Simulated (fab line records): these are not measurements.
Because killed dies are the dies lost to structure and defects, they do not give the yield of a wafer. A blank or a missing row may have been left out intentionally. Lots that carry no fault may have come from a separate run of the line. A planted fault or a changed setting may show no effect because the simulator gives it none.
The same fault as seen by 2 desks | flow berkeley cmos170 | each desk holds nothing but its own numbers, with what lay behind them at the end

== AT THE METROLOGY DESK ==
What the gauges read for every lot (on any tool): the sampled wafers with a number, averaged. The brackets show how far a lot's mean lies from the usual mean; more than 4 standard deviations puts the lot out of limits, marked OUT.
Columns: A = WELLDRIVE_OXIDE_THK at UCB170_WELLDRIVE_THK_MEAS_02, usual 199.4 nm; B = FIELD_OXIDE_LEFT_1_THK at UCB170_FIELD_THK_MEAS_90, usual 442 nm; C = cd nm at UCB170_GATE_CD_MEAS_12, usual 350.4 nm; D = cd nm at UCB170_V2_CD_MEAS_12, usual 699.8 nm
lot  | first seen here | A     | B   | C     | D
L465 | day 4 00:17     | 195.7 | 419 | 352.6 | 698.4
L467 | day 4 16:59     | 202.3 | 435 | 351.2 | 698.2
L468 | day 4 16:59     | 201.4 | 433 | 349.2 | 701.6
L469 | day 4 17:02     | 202.6 | 451 | 351.7 | 700.4
L471 | day 5 04:31     | 199.4 | 437 | 350.8 | 699.3
L474 | day 5 18:56     | 198.8 | 438 | 350.8 | 701.0
L473 | day 5 19:00     | 203.3 | 446 | 350.0 | 701.1
L475 | day 5 23:42     | 201.0 | 447 | 351.4 | 699.9
L477 | day 6 08:10     | 197.6 | 447 | 351.0 | 699.1
L480 | day 7 08:32     | 198.6 | 438 | 350.9 | 748.5 (+44) OUT
L482 | day 7 12:02     | 198.6 | 444 | 349.9 | 738.7 (+35) OUT
L486 | day 8 07:36     | 203.7 | 447 | 350.5 | 701.1
L485 | day 8 07:37     | 202.9 | 434 | 349.3 | 698.9
L487 | day 8 20:01     | 199.2 | 432 | 349.1 | 699.8
Finding of this desk: L480, L482 out of limits; the first was L480 at day 11 18:35, on cd nm at UCB170_V2_CD_MEAS_12. In limits: L465, L467, L468, L469, L471, L474, L473, L475, L477, L486, L485, L487.

== AT THE TOOL OWNER'S DESK: litho track-03 ==
For each lot that ran on this tool, the mean over its sampled wafers that have a number, from the tool's own readings at UCB170_V2_PEB_10. The brackets show how far a lot's mean lies from the usual mean; more than 4 standard deviations puts the lot out of limits, marked OUT.
Columns: A = chill plate temp C at UCB170_V2_PEB_10, usual 23.00 C; B = heater power total W at UCB170_V2_PEB_10, usual 56.80 W; C = plate temp C at UCB170_V2_PEB_10, usual 130.02 C
lot  | first seen here | A     | B                       | C
L465 | day 8 15:56     | 23.10 | 56.80                   | 129.94
L467 | day 9 11:38     | 23.08 | 56.77                   | 130.06
L475 | day 10 04:02    | 23.06 | 56.76                   | 130.00
L474 | day 10 10:26    | 23.13 | 56.83                   | 130.07
L480 | day 11 18:19    | 23.05 | 63.84 (+99 or more) OUT | 142.26 (+82) OUT
L482 | day 11 21:21    | 22.90 | 63.89 (+99 or more) OUT | 142.23 (+81) OUT
Finding of this desk: L480, L482 out of limits; the first was L480 at day 11 18:19, on heater power total W at UCB170_V2_PEB_10. In limits: L465, L467, L475, L474.

== TAKEN TOGETHER ==
An alarm could have come from the tool owner's desk at day 11 18:19, on L480, L482.
L480, L482 would have let the metrology desk raise an alarm at day 11 18:35.
The lots listed all ran UCB170_V2_PEB_10 on litho track-03.

== WHAT THE SIMULATOR HAD PUT IN ==
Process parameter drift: litho track-03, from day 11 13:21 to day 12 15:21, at UCB170_V2_PEB_10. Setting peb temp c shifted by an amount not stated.
Lots struck among those shown: L480, L482.
Delay (hours) between the fault's onset and each desk's first out-of-limits reading: 5 at the tool owner's desk, 5 at the metrology desk.
